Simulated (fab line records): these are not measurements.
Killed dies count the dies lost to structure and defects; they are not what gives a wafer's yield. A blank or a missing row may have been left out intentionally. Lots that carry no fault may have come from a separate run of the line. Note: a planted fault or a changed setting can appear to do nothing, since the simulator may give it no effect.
Comparing a struck lot with a sound one | flow ritCmos | 32 out of 202 route steps
Sound: the wafers L628.1, L628.2, L628.6. Wafers struck: L646.1, L646.5, L646.6. The cause is named last.
Order at every step that has rows: each side's tool, ch and its chambers, its first start. Under that, the readings that differ: sound wafers | struck wafers | difference of the means | sigmas: that difference in standard deviations of wafers without a fault.
alike: same words and numbers on both sides, and readings whose means sit less than 2 such deviations apart. not compared: any withheld reading, any reading some wafer has no value for, any bound like >300 that may hide the same value, and any number with overlapping values for which the record gives no deviation.
The two part at a step that has a row with sigmas, a row that says differs or no value, or rows on one side only. Numbers that don't overlap but have no deviation are shown without sigmas and don't part them. A reading missing from all wafers of one side parts the sides only when that side holds two or more wafers.

first, 5 steps without rows for these wafers: RIT_CONTACT_COAT_03 (resist thk 1000 nm); RIT_CONTACT_SOFTBAKE_04 (time 60 s); RIT_CONTACT_EXPOSE_05 (exposes mask M11, target cd 1000 nm); RIT_CONTACT_PEB_06; RIT_CONTACT_DEVELOP_07 (develop time 123 s).
RIT_CONTACT_CD_MEAS_08 targets a cd of 1000 nm.
  sound on cdSem-01 at day 3 21:44; struck on cdSem-02 at day 7 21:25
  alike: cdNm
RIT_CONTACT_OVL_MEAS_09:
  sound on overlay-02 at day 3 21:51; struck on overlay-01 at day 7 21:32
  alike: CONTACT_OVL
then, 1 step without rows for these wafers: RIT_CONTACT_HARDBAKE_10 (time 60 s).
RIT_CONTACT_ETCH_11: etches SiO2 in CHF3/CF4/Ar, stops on TiSi2, target depth 480 nm, time 320 s.
  sound on rieDiel-02 ch 0,1,3, day 3 22:02; struck on rieDiel-02 ch 0,1, day 7 21:43
  alike: CHF3_flow_sccm, chamberPressureMTorr, drypumpMotorCurrentA, oesProductAu, throttleValvePct
  not compared: rfHoursCounterH
RIT_CONTACT_STRIP_12: strips in O2, time 180 s.
  sound on plasmaAsher-01 ch 0,1, day 3 22:14; struck on plasmaAsher-04 ch 0,1, day 7 21:55
reading                      | sound          | struck         | difference | sigmas
chamberPressureMTorr (mTorr) | 3993 4000 3999 | 3969 3995 4000 | -9         | -2
drypumpMotorCurrentA (A)     | 5.67 5.64 5.63 | 6.45 6.42 6.06 | +0.66      | +2
  not compared: rfHoursCounterH
RIT_CONTACT_CD_MEAS_90 targets a cd of 1000 nm.
  sound on cdSem-02 at day 3 22:25; struck on cdSem-01 at day 7 22:05
  alike: cdNm
then, 1 step without rows for these wafers: RIT_CONTACT_CLEAN_13 (cleans in SC1, time 600 s).
RIT_CONTACT_CLEAN_14: cleans in SC2, time 600 s.
  sound on wetBench-03 ch 2, day 3 22:42; struck on wetBench-03 ch 1, day 7 22:23
RIT_M1_SPUTTER_00: material Al, target thk 400 nm, time 500 s.
  sound on pvdSputter-01 at day 3 22:53; struck on pvdSputter-02 at day 7 22:35
  alike: throttleValvePct
RIT_M1_RS_MEAS_01: uses a four-point probe to measure.
  sound on filmMetro-02 at day 3 23:10; struck on filmMetro-02 at day 7 22:52
  alike: M1_AL_RS
RIT_M1_THK_MEAS_02: measures by xrf.
  sound on filmMetro-02 at day 3 23:17; struck on filmMetro-02 at day 7 22:59
  alike: M1_AL_THK
then, 6 steps without rows for these wafers: RIT_M1_HMDS_03 (prime time 60 s); RIT_M1_COAT_04 (resist thk 1300 nm); RIT_M1_SOFTBAKE_05 (time 60 s); RIT_M1_EXPOSE_06 (exposes mask M12, target cd 2600 nm); RIT_M1_PEB_07; RIT_M1_DEVELOP_08 (develop time 68 s).
RIT_M1_CD_MEAS_09 targets a cd of 2600 nm.
  sound on cdSem-01 at day 4 00:14; struck on cdSem-02 at day 7 23:56
  alike: cdNm
RIT_M1_OVL_MEAS_10:
  sound on overlay-02 at day 4 00:21; struck on overlay-02 at day 8 00:03
  alike: M1_OVL
then, 1 step without rows for these wafers: RIT_M1_HARDBAKE_11 (time 120 s).
RIT_M1_METAL_ETCH_12: etches Al in Cl2/BCl3, stops on SiO2, time 165 s, target depth 600 nm.
  sound on rieMetal-02 ch 0,1, day 4 00:38; struck on rieMetal-01 ch 0,1, day 8 00:20
  alike: chamberPressureMTorr, drypumpMotorCurrentA, oesProductAu, throttleValvePct
  not compared: rfHoursCounterH
then, 1 step without rows for these wafers: RIT_M1_STRIP_13 (strips in nmp, time 600 s).
RIT_M1_STRIP_14: strips in O2, time 171.1 s.
  sound on plasmaAsher-02 ch 0,1, day 4 00:59; struck on plasmaAsher-02 ch 0,1, day 8 00:43
  alike: chamberPressureMTorr, drypumpMotorCurrentA
  not compared: rfHoursCounterH
RIT_M1_CD_MEAS_90 targets a cd of 2600 nm.
  sound on cdSem-01 at day 4 01:09; struck on cdSem-01 at day 8 00:53
  alike: cdNm
then, 1 step without rows for these wafers: RIT_M1_ANNEAL_15 (time 1800 s).
RIT_M1_BOW_MEAS_16:
  sound on filmMetro-04 at day 4 02:58; struck on filmMetro-01 at day 8 02:31
  alike: M1_BOW
RIT_M1_PROBE_99:
  sound on prober-01 at day 4 03:05; struck on prober-01 at day 8 02:38
reading          | sound | struck   | difference | sigmas
killedAtContacts | 0 0 0 | 16 17 16 | +16        | +82
killedDies       | 8 4 5 | 28 29 24 | +21        | +8
killedOnRim      | 2 0 0 | 7 10 8   | +8         | +6
  alike: killedAtFrontEnd, killedOpen, killedShort

== WHERE THEY PART ==
Earliest at RIT_CONTACT_STRIP_12; latest, in this record, at RIT_M1_PROBE_99.

WHY: whatever the simulator had introduced
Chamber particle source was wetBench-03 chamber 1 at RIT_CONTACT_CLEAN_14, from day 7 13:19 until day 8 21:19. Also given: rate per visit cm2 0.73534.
